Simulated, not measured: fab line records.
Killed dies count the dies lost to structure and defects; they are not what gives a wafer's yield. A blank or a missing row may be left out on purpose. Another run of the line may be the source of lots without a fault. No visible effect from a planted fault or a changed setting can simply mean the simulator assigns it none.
Split-lot experiment + flow rit_cmos + on a route of 202 steps: 5 lots, 23 wafers read

== SPLIT DETAILS ==
At RIT_FOX2_OXIDATION_00 (target thk 350.7 nm, ox time 1130 s), the setting temp_c was moved away from the recipe's 1100 C on 10 of the 23 wafers read, by -2.3% to -1.3%. All remaining wafers had this setting at the recipe value.

== FROM THE SPLIT TO THE READING: what the file shows between them, 17 steps ==
- RIT_FOX2_THK_MEAS_01
- RIT_FOX2_WET_ETCH_03: etches Si3N4 in H3PO4, target depth 195 nm, time 2700 s (also split here: time_s)
- RIT_FOX2_THK_MEAS_90
- RIT_NRETRO_COAT_01: resist thk 1300 nm (also split here: spin_rpm)
- RIT_NRETRO_SOFTBAKE_02: time 62.31 s
- RIT_NRETRO_EXPOSE_03: exposes mask M4, target cd 43900 nm
- RIT_NRETRO_DEVELOP_05: develop time 68 s
- RIT_NRETRO_HARDBAKE_07: time 120 s
- RIT_PRETRO_COAT_01: resist thk 1300 nm (also split here: spin_rpm)
- RIT_PRETRO_SOFTBAKE_02: time 60 s
- RIT_PRETRO_EXPOSE_03: exposes mask M5, target cd 43700 nm
- RIT_PRETRO_DEVELOP_05: develop time 68 s
- RIT_PRETRO_HARDBAKE_07: time 120 s
- RIT_PRETRO_IMPLANT_08
- RIT_PRETRO_STRIP_09: strips in O2, time 180 s
- RIT_GATE_CLEAN_03: cleans in SC2, time 600 s
- RIT_GATE_CLEAN_04: cleans in dHF, time 60 s

== THE READING ==
FIELD_OXIDE_LEFT_2_THK in nanometres, read at RIT_FOX2_THK_MEAS_91. A value of 254 nm with a standard deviation of 5.5 nm is what fault-free wafers of this fab line usually give.

| wafer  | tool, chamber at the split | temp_c as run, C | against the recipe | FIELD_OXIDE_LEFT_2_THK, nm | against lot-mates on the recipe |
|--------|----------------------------|------------------|--------------------|----------------------------|---------------------------------|
| L074.1 | -, -                       | 1100             | recipe             | 262                        | -                               |
| L074.3 | -, -                       | 1100             | recipe             | 262                        | -                               |
| L074.4 | -, -                       | 1100             | recipe             | 259                        | -                               |
| L074.5 | -, -                       | 1100             | recipe             | 261                        | -                               |
| L074.6 | -, -                       | 1100             | recipe             | 256                        | -                               |
| L078.1 | -, -                       | 1100             | recipe             | 262                        | -                               |
| L078.2 | -, -                       | 1100             | recipe             | 260                        | -                               |
| L078.3 | -, -                       | 1100             | recipe             | 264                        | -                               |
| L078.5 | -, -                       | 1100             | recipe             | 260                        | -                               |
| L078.6 | -, -                       | 1100             | recipe             | 265                        | -                               |
| L080.1 | -, -                       | 1086             | -1.3%              | 228                        | no lot-mate on the recipe       |
| L080.3 | -, -                       | 1086             | -1.3%              | 225                        | no lot-mate on the recipe       |
| L080.4 | -, -                       | 1086             | -1.3%              | 229                        | no lot-mate on the recipe       |
| L080.5 | -, -                       | 1086             | -1.3%              | 230                        | no lot-mate on the recipe       |
| L080.6 | -, -                       | 1086             | -1.3%              | 227                        | no lot-mate on the recipe       |
| L082.1 | -, -                       | 1075             | -2.3%              | 205                        | no lot-mate on the recipe       |
| L082.2 | -, -                       | 1075             | -2.3%              | 211                        | no lot-mate on the recipe       |
| L082.4 | -, -                       | 1075             | -2.3%              | 206                        | no lot-mate on the recipe       |
| L082.5 | -, -                       | 1075             | -2.3%              | 205                        | no lot-mate on the recipe       |
| L082.6 | -, -                       | 1075             | -2.3%              | 205                        | no lot-mate on the recipe       |
| L084.3 | furnace-01, 0              | 1100             | recipe             | 254                        | -                               |
| L084.5 | furnace-01, 0              | 1100             | recipe             | 257                        | -                               |
| L084.6 | furnace-01, 0              | 1100             | recipe             | 254                        | -                               |

FIT RESULTS
A straight line over all 23 wafers: FIELD_OXIDE_LEFT_2_THK changes by +23.7 nm for each +1% of temp_c; r = +0.99; the points scatter about the line by 3.1 nm.
Too few moved wafers have a lot-mate on the recipe to fit a line with each lot's own level taken away.

== THE WHOLE CHAIN: every reading that the file lists as answering this split, in the file's order ==
| step                  | what it does                        | reading                                                                           | change (the file's fit)              | r (the file's) |
|-----------------------|-------------------------------------|-----------------------------------------------------------------------------------|--------------------------------------|----------------|
| RIT_FOX2_OXIDATION_00 | target thk 350.7 nm, ox time 1130 s | SiO2_of_FOX2_OXIDATION_00.thk_nm (the simulator's own value, which no gauge read) | +24.2 nm for each +1% of the setting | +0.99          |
| RIT_FOX2_OXIDATION_00 | target thk 350.7 nm, ox time 1130 s | Si3N4_of_ACTIVE_CVD_03.thk_nm (the simulator's own value, which no gauge read)    | -18.8 nm for each +1% of the setting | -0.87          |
| RIT_FOX2_THK_MEAS_01  |                                     | FOX2_OXIDE_THK                                                                    | +24.1 for each +1% of the setting    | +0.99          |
| RIT_FOX2_THK_MEAS_90  |                                     | FIELD_OXIDE_LEFT_1_THK                                                            | +23.5 for each +1% of the setting    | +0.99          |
| RIT_FOX2_THK_MEAS_91  |                                     | FIELD_OXIDE_LEFT_2_THK                                                            | +23.7 for each +1% of the setting    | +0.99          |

== FILE'S OWN FIT ==
FIELD_OXIDE_LEFT_2_THK changes by +23.7 nm for each +1% of temp_c, r = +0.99.
